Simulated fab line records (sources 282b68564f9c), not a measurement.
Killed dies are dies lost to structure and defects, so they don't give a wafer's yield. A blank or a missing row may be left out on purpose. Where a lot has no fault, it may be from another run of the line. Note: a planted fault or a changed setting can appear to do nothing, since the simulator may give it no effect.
8D (eight disciplines) problem report, filled in by code -- flow ritCmos -- the parts of the form that need people (team, actions taken, sign-off) are left out

== 1. THE PROBLEM ==
cdNm at RIT_CONTACT_CD_MEAS_08 reads a mean of 972.0 nm on 9 wafers of 3 lots; wafers without a fault read 999.8 nm with a standard deviation of 2.3. Measured from the usual mean, that is -12 standard deviations.
The step: target cd 1000 nm.
Seen first at day 5 12:16 on cdSem-02, wafer L858.2. Wafers with a number at this step in the record: 45, from 15 lots. The rule behind "out" and "out of limits": a value lying over 4 standard deviations away from the usual mean. Any other wafer with a number is counted as sound.

== 2. WHAT IT IS; WHAT IT IS NOT ==
question,is,is not
which readings at this step,cdNm,-
which lots,"L858, L859, L860","L847, L848, L849, L850, L851, L853, L854, L855, L856, L857, L868, L870"
which wafers of those lots,all that have a number,-
read on which gauges,cdSem-02,cdSem-01
when,from day 5 12:16,"up to then (30 sound wafers); but 6 sound wafers of L868, L870 came after"

== 3. SUSPECTS, AND WHAT RULES EACH OUT ==
Counting: a tool stays on the suspect list if, at a process step up to the reading, it processed all lots that are out and no sound lot following the first of them.
- the gauge at RIT_CONTACT_CD_MEAS_08 is ruled out. All the wafers that are out were read on cdSem-02, but those of them that RIT_CONTACT_EXPOSE_05 has rows for are out there too, on other tools.
- ilineStepper-01 at RIT_CONTACT_EXPOSE_05 (exposes mask M11, target cd 1000 nm): kept. All lots that are out passed through it, beginning with L858 at day 5 11:44, and no sound lot followed; its final sound lot before that point was L857 at day 5 07:26. On those wafers its own readings are out: exposureDoseMJCm2.
After counting, what remains is ilineStepper-01 at RIT_CONTACT_EXPOSE_05.

== 4. THE CAUSE (what the simulator had put in) ==
Process parameter drift: ilineStepper-01, from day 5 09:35 on, at RIT_CONTACT_EXPOSE_05. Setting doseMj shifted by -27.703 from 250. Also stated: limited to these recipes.
This tool alone remained once counting was done.

== 5. THE CHAIN OF EFFECTS, in route order ==
One row per reading whose mean, taken over the struck wafers that have a number, lies over 3 standard deviations from the usual. Readings are gone through only where the record gives a usual standard deviation; hours: the median, over the lots, of the time from a lot's start at the first step in this table giving one to that lot's start at this step; sigmas: the change measured in usual standard deviations.
hours,step,reading,usual,on struck wafers,change,sigmas
0,RIT_CONTACT_EXPOSE_05,exposureDoseMJCm2,249.89,227.50,-22.39,-86
1,RIT_CONTACT_CD_MEAS_08,cdNm,999.8 nm,972.0,-27.8,-12
Here are the process steps it includes:
- RIT_CONTACT_EXPOSE_05: exposes mask M11, target cd 1000 nm.

== 6. WHAT WOULD HAVE CAUGHT IT SOONER ==
The first out-of-limits reading at a measuring or inspecting step in this record came at day 5 12:16, 3 hours after the fault's start at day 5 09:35.
Tool's own readings at RIT_CONTACT_EXPOSE_05, exposureDoseMJCm2: out on all struck wafers the step has rows for; an alarm limit on them would have tripped on the first.
L859, L860, from the lots that are out (3), started RIT_CONTACT_EXPOSE_05 on ilineStepper-01 later than day 5 12:16. A hold on the tool at that time would have spared those 2.
